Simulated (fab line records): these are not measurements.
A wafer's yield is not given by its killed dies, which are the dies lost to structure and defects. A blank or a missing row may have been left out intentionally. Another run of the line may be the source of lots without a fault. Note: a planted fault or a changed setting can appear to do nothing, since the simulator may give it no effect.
The same fault as seen by 2 desks :: flow berkeley-cmos170 :: what lay behind the numbers comes last; until then each desk has only its own

AT THE TOOL OWNER'S DESK: rie-diel-04
The tool's own readings at UCB170_V2_ETCH_14 (etches SiO2 in CHF3/CF4/Ar, stops on Al, target depth 1250 nm, time 291 s): means of the sampled wafers that have a number, for each lot that ran on this tool. Any lot whose mean is over 4 standard deviations away from the usual mean is out of limits and marked OUT; that distance is given in the brackets.
Columns: A = drypump-motor-current-A at UCB170_V2_ETCH_14, usual 5.9 A; B = oes-product-au at UCB170_V2_ETCH_14, usual 0.871 a.u.; C = throttle-valve-pct at UCB170_V2_ETCH_14, usual 6.92 %
lot: L944
first seen here: day 9 11:43
A: 5.7
B: 0.874
C: 6.85

lot: L947
first seen here: day 10 10:11
A: 5.9
B: 0.870
C: 6.94

lot: L946
first seen here: day 10 10:44
A: 5.5
B: 0.866
C: 6.85

lot: L949
first seen here: day 10 15:02
A: 5.9
B: 0.874
C: 6.88

lot: L954
first seen here: day 11 12:12
A: 5.8
B: 0.824 (-4.3) OUT
C: 6.94

lot: L955
first seen here: day 12 05:39
A: 5.6
B: 0.814 (-5.2) OUT
C: 6.94
This desk finds L954, L955 out of limits, L954 being first, at day 11 12:12 (oes-product-au at UCB170_V2_ETCH_14). In limits: L944, L947, L946, L949.

AT THE METROLOGY DESK
What the gauges read, lot by lot, whatever tool the lot ran on: means of the sampled wafers that have a number. Any lot whose mean is over 4 standard deviations away from the usual mean is out of limits and marked OUT; that distance is given in the brackets.
Columns: A = cd-nm at UCB170_V1_CD_MEAS_12, usual 700.1 nm; B = V1_OVL at UCB170_V1_OVL_MEAS_13, usual 0 nm; C = cd-nm at UCB170_V1_CD_MEAS_90, usual 700.1 nm
lot: L938
first seen here: day 7 10:41
A: 699.0
B: -4
C: 699.1

lot: L936
first seen here: day 7 11:08
A: 698.1
B: 3
C: 698.2

lot: L942
first seen here: day 8 11:08
A: 700.5
B: -4
C: 700.2

lot: L941
first seen here: day 8 11:31
A: 698.7
B: 0
C: 698.4

lot: L944
first seen here: day 9 06:25
A: 696.9
B: 4
C: 696.9

lot: L945
first seen here: day 10 02:08
A: 700.2
B: -3
C: 700.2

lot: L947
first seen here: day 10 02:16
A: 699.5
B: 2
C: 698.8

lot: L948
first seen here: day 10 02:31
A: 700.4
B: 0
C: 701.0

lot: L946
first seen here: day 10 02:46
A: 702.8
B: -2
C: 702.8

lot: L949
first seen here: day 10 05:10
A: 703.1
B: -13
C: 703.3

lot: L954
first seen here: day 11 06:47
A: 701.7
B: 8
C: 702.1

lot: L957
first seen here: day 11 17:38
A: 698.9
B: -2
C: 699.2

lot: L959
first seen here: day 11 23:00
A: 699.5
B: -4
C: 699.1

lot: L955
first seen here: day 11 23:25
A: 701.8
B: 1
C: 701.7
This desk's finding: nothing out of limits on any of the 14 lots.

ALL TOGETHER
The tool owner's desk had the chance to raise an alarm at day 11 12:12 on L954, L955.
From the metrology desk's view, nothing was out of limits.
The metrology desk holds a record of L954, L955, inside its limits.
Of the lots named, all ran UCB170_V2_ETCH_14 on rie-diel-04.

WHAT HAD BEEN PUT IN BY THE SIMULATOR
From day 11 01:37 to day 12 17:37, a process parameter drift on rie-diel-04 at UCB170_V2_ETCH_14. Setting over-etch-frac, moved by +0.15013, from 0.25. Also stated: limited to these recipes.
Lots struck among those shown: L954, L955.
Time in hours from fault onset to the first out-of-limits reading at each desk: the tool owner's desk, 11.
